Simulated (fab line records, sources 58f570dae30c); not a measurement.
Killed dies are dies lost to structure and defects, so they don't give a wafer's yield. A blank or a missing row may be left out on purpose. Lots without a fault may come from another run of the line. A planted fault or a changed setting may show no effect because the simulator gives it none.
A struck lot beside a sound one | flow berkeley_cmos170 | 17 steps out of a route of 331
Sound: wafers L899.1, L899.4, L899.6. Struck: wafers L912.2, L912.3, L912.6. The cause comes at the end.
At each step with rows: each side's tool, then ch and its chambers, then its first start. Under that, the readings that differ: sound wafers | struck wafers | difference of the means | sigmas: that difference in standard deviations of wafers without a fault.
alike: readings whose means differ by less than 2 such deviations, and words and numbers that are the same on both sides. not compared: withheld readings, readings that some wafer has no value for, bounds like >300 that may hide the same value, and numbers for which the record gives no deviation and whose values overlap.
The two part at a step that has a row with sigmas, a row that says differs or no value, or rows on one side only. Numbers that don't overlap but have no deviation are shown without sigmas and don't part them. A reading that every wafer of one side lacks parts them only if that side has two wafers or more.

first, 1 step without rows for these wafers: UCB170_NWELL_OXIDATION_01 (target thk 26.4 nm, ox time 1260 s).
UCB170_NWELL_THK_MEAS_02:
  sound on film_metro-04, day 2 06:22; struck on film_metro-03, day 4 17:58
  reading              | sound          | struck         | difference | sigmas
  NWELL_OXIDE_THK (nm) | 27.6 27.6 27.3 | 26.2 26.3 26.4 | -1.2       | -2
then, 2 steps without rows for these wafers: UCB170_NWELL_ANNEAL_03 (time 900 s); UCB170_NWELL_CVD_04 (deposits Si3N4 from SiH2Cl2/NH3, target thk 224 nm, time 3360 s).
UCB170_NWELL_THK_MEAS_05:
  sound on film_metro-03, day 2 13:44; struck on film_metro-01, day 4 23:55
  alike: NWELL_NITRIDE_THK
then, 6 steps without rows for these wafers: UCB170_NWELL_HMDS_06 (prime time 60 s); UCB170_NWELL_COAT_07 (resist thk 900 nm); UCB170_NWELL_SOFTBAKE_08 (time 60 s); UCB170_NWELL_EXPOSE_09 (exposes mask NWELL, target cd 3000 nm); UCB170_NWELL_PEB_10; UCB170_NWELL_DEVELOP_11 (develop time 45 s).
UCB170_NWELL_OVL_MEAS_12:
  sound on overlay-01, day 2 15:00; struck on overlay-02, day 5 01:35
  alike: NWELL_OVL
UCB170_NWELL_ETCH_13: etches Si3N4 in CH3F/Ar/O2, stops on SiO2, target depth 246.4 nm, time 154 s.
  sound on rie_diel-01 ch 2,3, day 2 15:02; struck on rie_diel-03 ch 0,1,2, day 5 01:37
  reading                                | sound           | struck            | difference | sigmas
  model.KrF_of_NWELL_COAT_07.thk_nm (nm) | 722.1 718.7 723 | 714.1 711.4 712.3 | -8.7       |
  alike: drypump_motor_current_A, oes_product_au, throttle_valve_pct
  not compared: rf_hours_counter_h
then, 1 step without rows for these wafers: UCB170_NWELL_IMPLANT_14.
UCB170_NWELL_STRIP_15: strips in O2.
  sound on plasma_asher-03 ch 0,1, day 2 15:17; struck on plasma_asher-03 ch 0,1, day 5 01:52
  reading                      | sound             | struck            | difference | sigmas
  strip_time_to_endpoint_s (s) | 18.04 17.96 18.04 | 17.84 17.77 17.79 | -0.21      | -3
  alike: drypump_motor_current_A, oes_product_au
  not compared: rf_hours_counter_h
UCB170_NWELL_TW_MEAS_16:
  sound on film_metro-04, day 2 15:23; struck on film_metro-04, day 5 01:59
  alike: NWELL_TW
-- the record jumps here: 6 days lie between the struck wafers' starts before and after (it left off in module NWELL and takes up again in module M3, whose first step shown is number 331 of the route) --
UCB170_M3_PROBE_99:
  the record has rows for the struck wafers here (prober-02, day 10 23:27) and none for the sound ones

WHERE THEY PART
First at UCB170_NWELL_THK_MEAS_02; last, within this record, at UCB170_M3_PROBE_99.

WHY: what the simulator had put in
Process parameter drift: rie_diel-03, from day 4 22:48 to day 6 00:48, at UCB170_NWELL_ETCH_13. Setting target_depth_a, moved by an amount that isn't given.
